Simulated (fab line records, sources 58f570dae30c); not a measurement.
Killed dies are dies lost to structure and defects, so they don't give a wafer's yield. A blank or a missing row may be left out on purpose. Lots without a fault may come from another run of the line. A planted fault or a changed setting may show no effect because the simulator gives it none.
fab line records | flow berkeley_cmos170 | part 1 of 2: steps 1 to 29 of 41
record lots=5 wafers=15 last_day=10
route steps=331 shown NLDD@160 SPACER@171 PSD@175 NSD@187 BACKSIDE@199
lots that met no fault: from a run of the same line without faults
start_h: hours from the record's first day to the start of the lot's first wafer shown | wait_h: hours since the lot's step before | " the same as in the row above | L1.1+2: a row that stands for several wafers | - no value, or no start given | * or withheld: withheld | < > ~ a bound
route shown NAME@n: a module of which the file shows steps, and the number in the route of the first | usual: mean/standard deviation of fault-free wafers | same: alike in all rows | chamber/n: place in a boat | sites: the reading at each site | _std_site: their standard deviation | _edge_site: outer sites' mean less inner sites' | radius_mm: how far each site lies from the wafer's centre | mask NAME#n: copy n | behind: the tool/chamber that last shaped the wafer | hold: why the lot was held/for how many hours/how that ended | device: the transistor (n, p or np) that didn't switch | end of line: the same wafers' tests at the end of the route | a step without rows: its recipe alone | killed: dies lost to structure and defects at the first sort, not the wafer's yield | map: a wafer's dies, x killed, . not, _ none there
set.NAME: the setting as run; set.NAME@STEP: as run at that earlier step | model.NAME: the simulator's own value behind a step, which no gauge read
lots at some steps of the route; a table a step, a row a wafer
services: from which hour (start_h, from the record's first day; less than 0 if before it) a tool's chamber was out of use, for how many hours, and why
## steps
# step UCB170_NLDD_SOFTBAKE_02
# recipe resist=KrF temp_c=130 time_s=60
# same time_s=60
# columns lot.wafer tool chamber start_h wait_h
L076.2+5+6 litho_track-04 0 131.51 0.1
L079.1+4+6 litho_track-04 0 151.03 0.1
L080.2+3+4 litho_track-03 0 154.51 0.1
L086.1+3+4 litho_track-01 0 193.69 0.1
L092.1+3+6 litho_track-04 0 207.48 0.1
# step UCB170_NLDD_EXPOSE_03
# recipe mask_id=NSELECT na=0.5 sigma_outer=0.6 source_shape=conventional target_cd_nm=1200 dose_mj=30
# columns lot.wafer tool chamber start_h wait_h mask
L076.2+5+6 krf_scanner-02 0 131.73 0.2 NSELECT#0
L079.1+4+6 krf_scanner-02 0 151.30 0.2 NSELECT#0
L080.2+3+4 krf_scanner-02 0 154.84 0.3 NSELECT#0
L086.1+3+4 krf_scanner-02 0 193.90 0.2 NSELECT#0
L092.1+3+6 krf_scanner-02 0 207.63 0.1 NSELECT#0
# step UCB170_NLDD_PEB_04
# recipe peb_temp_c=130 peb_time_s=withheld resist=KrF
# columns lot.wafer tool chamber start_h wait_h
L076.2+5+6 litho_track-03 0 132.52 0.8
L079.1+4+6 litho_track-01 0 152.13 0.8
L080.2+3+4 litho_track-03 0 155.11 0.3
L086.1+3+4 litho_track-04 0 194.23 0.3
L092.1+3+6 litho_track-03 0 207.75 0.1
# step UCB170_NLDD_DEVELOP_05
# recipe developer=TMAH develop_time_s=45 resist=KrF dev_temp_c=21
# usual developer_temp_C=21.00/0.11
# columns lot.wafer tool chamber start_h wait_h developer_temp_C
L076.2 litho_track-03 0 - - 20.97
L076.5 " 0 " " 21.05
L076.6 " 0 " " 21.07
L079.1 litho_track-01 0 - - 21.06
L079.4 " 0 " " 21.11
L079.6 " 0 " " 21.23
L080.2 litho_track-03 0 - - 21.07
L080.3 " 0 " " 20.98
L080.4 " 0 " " 20.99
L086.1 litho_track-04 0 - - 20.86
L086.3 " 0 " " 21.06
L086.4 " 0 " " 20.93
L092.1 litho_track-03 0 - - 21.08
L092.3 " 0 " " 21.03
L092.6 " 0 " " 20.91
# step UCB170_NLDD_CD_MEAS_06
# recipe target_cd_nm=1200
# usual cd_nm=1200.6/1.3
# columns lot.wafer tool chamber start_h wait_h cd_nm
L076.2 cd_sem-01 - 132.79 - 1200.5
L076.5 " - " " 1200.9
L076.6 " - " " 1200.6
L079.1 cd_sem-02 - 152.40 - 1203.1
L079.4 " - " " 1202.7
L079.6 " - " " 1202.6
L080.2 cd_sem-01 - 155.38 - 1199.0
L080.3 " - " " 1198.2
L080.4 " - " " 1199.0
L086.1 cd_sem-01 - 194.51 - 1202.0
L086.3 " - " " 1202.8
L086.4 " - " " 1202.2
L092.1 cd_sem-01 - 208.03 - 1200.3
L092.3 " - " " 1200.0
L092.6 " - " " 1199.4
# step UCB170_NLDD_OVL_MEAS_07
# usual NLDD_OVL=2/4.4
# columns lot.wafer tool chamber start_h wait_h NLDD_OVL[nm]
L076.2 overlay-02 - 132.90 0.1 3
L076.5 " - " " 0
L076.6 " - " " 10
L079.1 overlay-01 - 152.52 0.1 5
L079.4 " - " " 0
L079.6 " - " " 5
L080.2 overlay-02 - 155.49 0.1 5
L080.3 " - " " -5
L080.4 " - " " 1
L086.1 overlay-01 - 194.63 0.1 4
L086.3 " - " " 2
L086.4 " - " " 7
L092.1 overlay-01 - 208.15 0.1 11
L092.3 " - " " 3
L092.6 " - " " 3
# step UCB170_NLDD_IMPLANT_08
# recipe species=As dose_cm2=5e+13 energy_kev=30 tilt_deg=7 rotation_deg=0
# usual end_station_pressure_torr=5.12e-06/2.7e-07 rotation_deg=-0.001/0.021
# same implant_ion_amu=75
# columns lot.wafer tool chamber start_h wait_h end_station_pressure_torr rotation_deg
L076.2 implanter-01 0 132.95 0.0 5.22e-06 0.005
L076.5 " 0 " " 4.8e-06 0.025
L076.6 " 0 " " 5.17e-06 -0.007
L079.1 implanter-01 0 152.56 0.0 5.51e-06 -0.021
L079.4 " 0 " " 4.78e-06 -0.008
L079.6 " 0 " " 5.31e-06 -0.025
L080.2 implanter-03 0 155.54 0.0 4.96e-06 0.005
L080.3 " 0 " " 5.19e-06 0.011
L080.4 " 0 " " 5.29e-06 -0.028
L086.1 implanter-01 0 194.66 0.0 5.29e-06 -0.025
L086.3 " 0 " " 5.19e-06 -0.009
L086.4 " 0 " " 5.16e-06 0.010
L092.1 implanter-03 0 208.18 0.0 4.93e-06 0.039
L092.3 " 0 " " 5.04e-06 0.001
L092.6 " 0 " " 5.26e-06 -0.007
# step UCB170_NLDD_IMPLANT_09
# recipe species=As dose_cm2=5e+13 energy_kev=30 tilt_deg=7 rotation_deg=180
# usual end_station_pressure_torr=5.12e-06/2.6e-07 rotation_deg=180.00/0.038
# same implant_ion_amu=75
# columns lot.wafer tool chamber start_h wait_h end_station_pressure_torr rotation_deg
L076.2 implanter-01 0 133.10 0.1 5.11e-06 179.99
L076.5 " 0 " " 5.2e-06 179.99
L076.6 " 0 " " 5.66e-06 179.99
L079.1 implanter-01 0 152.71 0.1 4.85e-06 180.05
L079.4 " 0 " " 5.67e-06 179.97
L079.6 " 0 " " 4.9e-06 179.99
L080.2 implanter-03 0 155.69 0.1 4.8e-06 180.05
L080.3 " 0 " " 5.21e-06 180.00
L080.4 " 0 " " 5.16e-06 180.03
L086.1 implanter-01 0 194.81 0.1 5.05e-06 180.00
L086.3 " 0 " " 5.13e-06 180.03
L086.4 " 0 " " 5.12e-06 180.05
L092.1 implanter-03 0 208.33 0.1 5.54e-06 180.00
L092.3 " 0 " " 5.48e-06 179.95
L092.6 " 0 " " 5e-06 179.97
# step UCB170_NLDD_STRIP_10
# recipe chemistry=O2 power_w=400 pressure_mtorr=3500 platen_temp_c=withheld o2_flow_sccm=400 overash_fraction=0.5
# usual drypump_motor_current_A=5.7/0.32 oes_product_au=0.735/0.0042 strip_time_to_endpoint_s=21.64/0.051
# same overash_fraction=0.5
# columns lot.wafer tool chamber start_h wait_h drypump_motor_current_A oes_product_au rf_hours_counter_h strip_time_to_endpoint_s
L076.2 plasma_asher-01 1 133.23 0.1 5.2 0.741 44 21.66
L076.5 " 1 " " 5.2 0.734 - 21.68
L076.6 " 0 " " 5.7 0.730 - 21.71
L079.1 plasma_asher-04 1 152.86 0.1 6.1 0.735 4 21.62
L079.4 " 0 " " 5.7 0.733 - 21.62
L079.6 " 0 " " 5.8 0.742 - 21.64
L080.2 plasma_asher-04 0 155.82 0.1 5.7 0.738 4 21.57
L080.3 " 1 " " 6.1 0.731 - 21.53
L080.4 " 0 " " 5.7 0.735 - 21.61
L086.1 plasma_asher-02 1 194.96 0.1 5.6 0.729 41 21.58
L086.3 " 0 " " 6.2 0.734 - 21.67
L086.4 " 1 " " 5.6 0.742 - 21.63
L092.1 plasma_asher-04 1 208.48 0.1 6.1 0.736 9 21.64
L092.3 " 1 " " 6.1 0.738 - 21.58
L092.6 " 1 " " 6.1 0.732 - 21.60
# step UCB170_NLDD_TW_MEAS_11
# usual NLDD_TW=2198/16
# columns lot.wafer tool chamber start_h wait_h NLDD_TW
L076.2 film_metro-04 - 133.34 0.1 2184
L076.5 " - " " 2178
L076.6 " - " " 2190
L079.1 film_metro-01 - 152.96 0.1 2210
L079.4 " - " " 2206
L079.6 " - " " 2207
L080.2 film_metro-01 - 155.93 0.1 2202
L080.3 " - " " 2228
L080.4 " - " " 2215
L086.1 film_metro-04 - 195.06 0.1 2179
L086.3 " - " " 2185
L086.4 " - " " 2185
L092.1 film_metro-03 - 208.58 0.1 2177
L092.3 " - " " 2179
L092.6 " - " " 2166
# step UCB170_NLDD_CLEAN_12
# recipe chemistry=SPM temp_c=120 time_s=600
# same time_s=600
# columns lot.wafer tool chamber start_h wait_h
L076.2+5+6 wet_bench-03 3 133.39 0.0
L079.1+4+6 wet_bench-03 1 153.02 0.1
L080.2+3+4 wet_bench-04 1 158.33 2.4
L086.1+3+4 wet_bench-02 2 196.96 1.9
L092.1+3+6 wet_bench-03 3 208.64 0.1
# step UCB170_SPACER_CVD_00
# recipe material=SiO2 target_thk_nm=376 temp_c=390 precursor=TEOS/O2 time_s=47 rf_w=550 pressure_mtorr=9000
# usual heater_power_w=255/46
# same time_s=47
# columns lot.wafer tool chamber start_h wait_h heater_power_w
L076.2 pecvd-03 0 133.56 0.0 226
L076.5 " 1 " " 201
L076.6 " 2 " " 332
L079.1 pecvd-03 1 153.21 0.0 224
L079.4 " 0 " " 299
L079.6 " 1 " " 242
L080.2 pecvd-01 0 158.51 0.0 286
L080.3 " 1 " " 174
L080.4 " 0 " " 297
L086.1 pecvd-03 2 197.13 0.0 316
L086.3 " 1 " " 228
L086.4 " 0 " " 292
L092.1 pecvd-02 0 208.82 0.0 266
L092.3 " 2 " " 283
L092.6 " 0 " " 280
# step UCB170_SPACER_THK_MEAS_01
# recipe reads=SiO2_of_SPACER_CVD_00
# usual SPACER_TEOS_THK=374/4.8
# columns lot.wafer tool chamber start_h wait_h SPACER_TEOS_THK[nm]
L076.2 film_metro-02 - 133.61 0.0 373
L076.5 " - " " 384
L076.6 " - " " 382
L079.1 film_metro-02 - 153.25 0.0 368
L079.4 " - " " 370
L079.6 " - " " 376
L080.2 film_metro-01 - 158.56 0.0 373
L080.3 " - " " 366
L080.4 " - " " 378
L086.1 film_metro-03 - 197.17 0.0 372
L086.3 " - " " 370
L086.4 " - " " 378
L092.1 film_metro-02 - 208.86 0.0 366
L092.3 " - " " 370
L092.6 " - " " 371
# step UCB170_SPACER_ANNEAL_02
# recipe temp_c=900 time_s=1800 ambient=N2
# same time_s=1800
# columns lot.wafer tool chamber start_h wait_h
L076.2+5+6 furnace-03 0 135.72 2.1
L079.1+4+6 furnace-03 0 155.16 1.9
L080.2+3+4 furnace-01 0 162.05 3.5
L086.1+3+4 furnace-03 0 198.64 1.5
L092.1+3+6 furnace-03 0 212.83 4.0
# step UCB170_SPACER_ETCHBACK_03
# recipe stop_on=Si target=SiO2 chemistry=CHF3/CF4/Ar CHF3_flow_sccm=50 cf4_flow_sccm=10 Ar_flow_sccm=120 pressure_mtorr=200 rf_w=500 target_depth_a=3760 time_s=100
# usual drypump_motor_current_A=5.6/0.49 oes_product_au=0.890/0.017 throttle_valve_pct=6.49/0.11
# same time_s=100
# columns lot.wafer tool chamber start_h wait_h drypump_motor_current_A oes_product_au rf_hours_counter_h throttle_valve_pct
L076.2 rie_diel-03 0 137.22 0.0 5.4 0.892 49 6.33
L076.5 " 3 " " 4.7 0.896 - 6.70
L076.6 " 2 " " 5.6 0.899 - 6.60
L079.1 rie_diel-03 2 156.66 0.0 5.6 0.882 129 6.60
L079.4 " 3 " " 4.8 0.866 20 6.70
L079.6 " 2 " " 5.6 0.878 - 6.58
L080.2 rie_diel-01 2 163.55 0.0 5.0 0.881 33 6.43
L080.3 " 3 " " 5.5 0.893 137 6.56
L080.4 " 1 " " 6.4 0.903 108 6.33
L086.1 rie_diel-04 0 200.14 0.0 6.0 0.911 10 6.58
L086.3 " 2 " " 6.1 0.887 17 6.44
L086.4 " 1 " " 5.7 0.885 - 6.56
L092.1 rie_diel-04 2 214.33 0.0 6.1 0.871 18 6.47
L092.3 " 3 " " 5.7 0.905 0 6.52
L092.6 " 0 " " 6.0 0.909 - 6.57
# step UCB170_PSD_HMDS_00
# recipe prime_time_s=60 prime_temp_c=100
# columns lot.wafer tool chamber start_h wait_h
L076.2+5+6 litho_track-03 0 137.32 0.1
L079.1+4+6 litho_track-03 0 156.73 0.0
L080.2+3+4 litho_track-04 0 163.65 0.1
L086.1+3+4 litho_track-02 0 200.22 0.0
L092.1+3+6 litho_track-04 0 214.80 0.4
# step UCB170_PSD_COAT_01
# recipe resist=KrF spin_rpm=1500 resist_thk_nm=900
# usual spin_speed_rpm=1500.0/0.9
# columns lot.wafer tool chamber start_h wait_h spin_speed_rpm
L076.2 litho_track-03 0 137.47 0.1 1499.5
L076.5 " 0 " " 1499.0
L076.6 " 0 " " 1499.5
L079.1 litho_track-03 0 156.88 0.1 1500.0
L079.4 " 0 " " 1499.9
L079.6 " 0 " " 1500.0
L080.2 litho_track-04 0 163.80 0.1 1499.9
L080.3 " 0 " " 1498.2
L080.4 " 0 " " 1501.2
L086.1 litho_track-02 0 200.37 0.1 1500.8
L086.3 " 0 " " 1500.4
L086.4 " 0 " " 1498.8
L092.1 litho_track-04 0 214.95 0.1 1498.7
L092.3 " 0 " " 1499.5
L092.6 " 0 " " 1499.8
# step UCB170_PSD_SOFTBAKE_02
# recipe resist=KrF temp_c=130 time_s=60
# same time_s=60
# columns lot.wafer tool chamber start_h wait_h
L076.2+5+6 litho_track-03 0 137.62 0.1
L079.1+4+6 litho_track-03 0 157.03 0.1
L080.2+3+4 litho_track-04 0 163.95 0.1
L086.1+3+4 litho_track-02 0 200.52 0.1
L092.1+3+6 litho_track-04 0 215.10 0.1
# step UCB170_PSD_EXPOSE_03
# recipe mask_id=PSELECT_MOD na=0.5 sigma_outer=0.6 source_shape=conventional target_cd_nm=1200 dose_mj=30
# columns lot.wafer tool chamber start_h wait_h mask
L076.2+5+6 krf_scanner-02 0 137.77 0.1 PSELECT_MOD#0
L079.1+4+6 krf_scanner-02 0 157.30 0.2 PSELECT_MOD#0
L080.2+3+4 krf_scanner-02 0 164.09 0.1 PSELECT_MOD#0
L086.1+3+4 krf_scanner-02 0 200.67 0.1 PSELECT_MOD#0
L092.1+3+6 krf_scanner-01 0 215.54 0.4 PSELECT_MOD#0
# step UCB170_PSD_PEB_04
# recipe peb_temp_c=130 peb_time_s=withheld resist=KrF
# columns lot.wafer tool chamber start_h wait_h
L076.2+5+6 litho_track-02 0 137.94 0.2
L079.1+4+6 litho_track-03 0 157.41 0.1
L080.2+3+4 litho_track-03 0 164.27 0.2
L086.1+3+4 litho_track-03 0 200.78 0.1
L092.1+3+6 litho_track-03 0 215.80 0.2
# step UCB170_PSD_DEVELOP_05
# recipe developer=TMAH develop_time_s=45 resist=KrF dev_temp_c=21
# usual developer_temp_C=20.98/0.11
# columns lot.wafer tool chamber start_h wait_h developer_temp_C
L076.2 litho_track-02 0 - - 21.03
L076.5 " 0 " " 20.97
L076.6 " 0 " " 20.99
L079.1 litho_track-03 0 - - 21.01
L079.4 " 0 " " 20.90
L079.6 " 0 " " 21.10
L080.2 litho_track-03 0 - - 21.05
L080.3 " 0 " " 21.03
L080.4 " 0 " " 20.82
L086.1 litho_track-03 0 - - 21.05
L086.3 " 0 " " 20.96
L086.4 " 0 " " 20.87
L092.1 litho_track-03 0 - - 20.91
L092.3 " 0 " " 20.99
L092.6 " 0 " " 20.99
# step UCB170_PSD_CD_MEAS_06
# recipe target_cd_nm=1200
# usual cd_nm=1200.2/1.4
# columns lot.wafer tool chamber start_h wait_h cd_nm
L076.2 cd_sem-01 - 138.21 - 1200.1
L076.5 " - " " 1200.1
L076.6 " - " " 1199.8
L079.1 cd_sem-01 - 157.69 - 1201.3
L079.4 " - " " 1201.5
L079.6 " - " " 1200.2
L080.2 cd_sem-02 - 164.54 - 1198.6
L080.3 " - " " 1199.8
L080.4 " - " " 1199.7
L086.1 cd_sem-02 - 201.06 - 1201.2
L086.3 " - " " 1200.4
L086.4 " - " " 1199.2
L092.1 cd_sem-02 - 216.08 - 1201.3
L092.3 " - " " 1201.8
L092.6 " - " " 1200.5
# step UCB170_PSD_OVL_MEAS_07
# usual PSD_OVL=-5/4.4
# columns lot.wafer tool chamber start_h wait_h PSD_OVL[nm]
L076.2 overlay-01 - 138.32 0.1 -4
L076.5 " - " " 1
L076.6 " - " " -3
L079.1 overlay-02 - 157.81 0.1 -4
L079.4 " - " " -1
L079.6 " - " " -4
L080.2 overlay-01 - 164.64 0.1 4
L080.3 " - " " -2
L080.4 " - " " -6
L086.1 overlay-02 - 201.18 0.1 -3
L086.3 " - " " -5
L086.4 " - " " -7
L092.1 overlay-01 - 216.20 0.1 -7
L092.3 " - " " -8
L092.6 " - " " -3
# step UCB170_PSD_IMPLANT_08
# recipe species=B dose_cm2=3e+15 energy_kev=20 tilt_deg=7
# usual end_station_pressure_torr=1.26e-05/6.1e-07
# same implant_ion_amu=11
# columns lot.wafer tool chamber start_h wait_h end_station_pressure_torr
L076.2 implanter-03 0 138.38 0.0 1.25e-05
L076.5 " 0 " " 1.19e-05
L076.6 " 0 " " 1.25e-05
L079.1 implanter-03 0 157.84 0.0 1.26e-05
L079.4 " 0 " " 1.23e-05
L079.6 " 0 " " 1.33e-05
L080.2 implanter-03 0 164.70 0.0 1.32e-05
L080.3 " 0 " " 1.2e-05
L080.4 " 0 " " 1.3e-05
L086.1 implanter-04 0 201.22 0.0 1.25e-05
L086.3 " 0 " " 1.34e-05
L086.4 " 0 " " 1.34e-05
L092.1 implanter-04 0 216.23 0.0 1.19e-05
L092.3 " 0 " " 1.29e-05
L092.6 " 0 " " 1.14e-05
# step UCB170_PSD_STRIP_09
# recipe chemistry=O2 power_w=400 pressure_mtorr=3500 platen_temp_c=withheld o2_flow_sccm=400 overash_fraction=0.5
# usual drypump_motor_current_A=5.7/0.34 oes_product_au=0.600/0.0044 strip_time_to_endpoint_s=29.41/0.078
# same overash_fraction=0.5
# columns lot.wafer tool chamber start_h wait_h drypump_motor_current_A oes_product_au rf_hours_counter_h strip_time_to_endpoint_s
L076.2 plasma_asher-03 1 138.50 0.1 5.5 0.598 42 29.50
L076.5 " 1 " " 5.5 0.596 - 29.50
L076.6 " 0 " " 5.2 0.595 - 29.53
L079.1 plasma_asher-03 1 157.99 0.1 5.5 0.592 44 29.44
L079.4 " 0 " " 5.2 0.609 - 29.39
L079.6 " 0 " " 5.2 0.601 - 29.40
L080.2 plasma_asher-03 0 164.82 0.1 5.2 0.603 45 29.51
L080.3 " 0 " " 5.2 0.596 - 29.49
L080.4 " 1 " " 5.5 0.596 - 29.51
L086.1 plasma_asher-03 1 201.37 0.1 5.6 0.596 49 29.52
L086.3 " 1 " " 5.5 0.599 - 29.54
L086.4 " 0 " " 5.2 0.606 - 29.54
L092.1 plasma_asher-04 0 216.38 0.1 5.7 0.603 10 29.31
L092.3 " 0 " " 5.8 0.604 - 29.35
L092.6 " 1 " " 6.1 0.605 - 29.28
# step UCB170_PSD_TW_MEAS_10
# usual PSD_TW=2309/16
# columns lot.wafer tool chamber start_h wait_h PSD_TW
L076.2 film_metro-01 - 138.61 0.1 2336
L076.5 " - " " 2325
L076.6 " - " " 2316
L079.1 film_metro-04 - 158.09 0.1 2316
L079.4 " - " " 2308
L079.6 " - " " 2307
L080.2 film_metro-03 - 164.93 0.1 2298
L080.3 " - " " 2301
L080.4 " - " " 2312
L086.1 film_metro-01 - 201.47 0.1 2335
L086.3 " - " " 2333
L086.4 " - " " 2337
L092.1 film_metro-04 - 216.48 0.1 2292
L092.3 " - " " 2309
L092.6 " - " " 2309
# step UCB170_PSD_CLEAN_11
# recipe chemistry=SPM temp_c=120 time_s=600
# same time_s=600
# columns lot.wafer tool chamber start_h wait_h
L076.2+5+6 wet_bench-03 2 138.75 0.1
L079.1+4+6 wet_bench-03 0 158.34 0.2
L080.2+3+4 wet_bench-04 2 165.07 0.1
L086.1+3+4 wet_bench-01 3 201.71 0.2
L092.1+3+6 wet_bench-04 0 216.54 0.1
# step UCB170_NSD_HMDS_00
# recipe prime_time_s=60 prime_temp_c=100
# columns lot.wafer tool chamber start_h wait_h
L076.2+5+6 litho_track-02 0 138.95 0.0
L079.1+4+6 litho_track-02 0 158.52 0.0
L080.2+3+4 litho_track-02 0 165.27 0.0
L086.1+3+4 litho_track-01 0 202.11 0.2
L092.1+3+6 litho_track-01 0 216.79 0.1
# step UCB170_NSD_COAT_01
# recipe resist=KrF spin_rpm=1500 resist_thk_nm=900
# usual spin_speed_rpm=1500.1/1
# columns lot.wafer tool chamber start_h wait_h spin_speed_rpm
L076.2 litho_track-02 0 139.10 0.1 1500.2
L076.5 " 0 " " 1498.6
L076.6 " 0 " " 1499.5
L079.1 litho_track-02 0 158.67 0.1 1501.4
L079.4 " 0 " " 1498.0
L079.6 " 0 " " 1499.6
L080.2 litho_track-02 0 165.42 0.1 1500.1
L080.3 " 0 " " 1497.7
L080.4 " 0 " " 1500.1
L086.1 litho_track-01 0 202.26 0.1 1502.6
L086.3 " 0 " " 1501.5
L086.4 " 0 " " 1500.7
L092.1 litho_track-01 0 216.94 0.1 1502.7
L092.3 " 0 " " 1500.6
L092.6 " 0 " " 1500.2
